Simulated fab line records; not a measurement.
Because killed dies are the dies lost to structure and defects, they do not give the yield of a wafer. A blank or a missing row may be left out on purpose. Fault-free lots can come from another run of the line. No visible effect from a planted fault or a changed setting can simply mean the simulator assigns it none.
Lot-split experiment	flow berkeley_cmos170	23 wafers read from 5 lots, route of 331 steps

THE SPLIT ITSELF
At UCB170_PVT_COAT_01 (resist thk 900 nm), the setting spin_rpm was moved away from the recipe's 1500 rpm on 7 of the 23 wafers read, by -4.4% to +7.0%. All remaining wafers had this setting at the recipe value.

The split's own step is where the reading is taken.

THE READING
KrF_of_PVT_COAT_01.thk_nm (the simulator's own value, which no gauge read), in nm, at UCB170_PVT_COAT_01 (resist thk 900 nm). The file gives no usual value for it. Here, 16 wafers ran the recipe; their average is 900.2 nm with a standard deviation of 2 nm.

wafer	tool, chamber at the split	spin_rpm as run, rpm	against the recipe	KrF_of_PVT_COAT_01.thk_nm, nm	against lot-mates on the recipe
L077.1	litho_track-03, 0	1500	recipe	901.1	-
L077.3	litho_track-03, 0	1500	recipe	902.3	-
L077.6	litho_track-03, 0	1500	recipe	901.6	-
L078.1	litho_track-01, 0	1500	recipe	901.5	-
L078.5	litho_track-01, 0	1500	recipe	901.5	-
L078.2	litho_track-01, 0	1448	-3.5%	918.5	+17.8
L078.3	litho_track-01, 0	1448	-3.5%	915.7	+15.0
L078.6	litho_track-01, 0	1500	recipe	899.1	-
L079.1	litho_track-03, 0	1500	recipe	899.1	-
L079.2	litho_track-03, 0	1500	recipe	898.2	-
L079.3	litho_track-03, 0	1500	recipe	898.8	-
L079.4	litho_track-03, 0	1500	recipe	897.1	-
L079.6	litho_track-03, 0	1500	recipe	896.3	-
L081.1	litho_track-01, 0	1434	-4.4%	920	+18.7
L081.3	litho_track-01, 0	1434	-4.4%	921.5	+20.2
L081.4	litho_track-01, 0	1500	recipe	900.4	-
L081.5	litho_track-01, 0	1434	-4.4%	920.3	+19.0
L081.6	litho_track-01, 0	1500	recipe	902.2	-
L083.1	litho_track-01, 0	1605	+7.0%	873.5	-28.1
L083.3	litho_track-01, 0	1500	recipe	900.4	-
L083.4	litho_track-01, 0	1500	recipe	900.2	-
L083.5	litho_track-01, 0	1605	+7.0%	871.5	-30.1
L083.6	litho_track-01, 0	1500	recipe	904.1	-

THE FIT
A straight line over all 23 wafers: KrF_of_PVT_COAT_01.thk_nm changes by -4.28 nm for each +1% of spin_rpm; r = -0.99; the points scatter about the line by 2 nm.
The same after taking each lot's own level away (the mean of its wafers on the recipe; 23 wafers): -4.3 nm for each +1%; r = -0.99; scatter 1.3 nm.
The reading moves by 30 nm for the largest change in spin_rpm, on that fit.
The lots' own levels span 897.90 to 901.67 nm, that is 1.9 times the standard deviation above.
The two slopes are in agreement: the lot-to-lot level therefore moves the slope only a little.
Check: -30.7 nm against its lot-mates is what the line predicts for one of the wafers moved furthest among these (+7.0%) when that wafer is left out of the fit. Against them it came out at -28.1 nm.

THE OTHER SPLITS THESE WAFERS WENT THROUGH
These wafers also went through other splits before the reading. Each is held against what the fit with the lots' levels taken away leaves over:
other split on the same wafers	wafers away from the commonest value	r with KrF_of_PVT_COAT_01.thk_nm (lot level and that fit taken away)
UCB170_NWELL_CVD_04 pressure_mtorr	18	+0.01
UCB170_NWELL_DEVELOP_11 dev_temp_c	10	+0.02
UCB170_PWELL_CVD_05 pressure_mtorr	18	-0.11
UCB170_PWELL_IMPLANT_15 energy_kev	11	-0.29
UCB170_ACTIVE_COAT_08 resist_thk_nm	8	+0.14
UCB170_ACTIVE_ETCH_15 rf_w	5	+0.36
UCB170_PFIELD_IMPLANT_07 energy_kev	4	+0.21
UCB170_NVT_COAT_01 resist_thk_nm	6	-0.16

THE WHOLE CHAIN: every reading that the file lists as answering this split, in the file's order
step	what it does	reading	change (the file's fit)	r (the file's)
UCB170_PVT_COAT_01	resist thk 900 nm	KrF_of_PVT_COAT_01.thk_nm (the simulator's own value, which no gauge read)	-4.3 nm for each +1% of the setting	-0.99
UCB170_PVT_STRIP_08	strips in O2	strip_time_to_endpoint_s	withheld for each +1% of the setting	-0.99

THE FILE'S OWN FIT
KrF_of_PVT_COAT_01.thk_nm changes by -4.3 nm for each +1% of spin_rpm, r = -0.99.
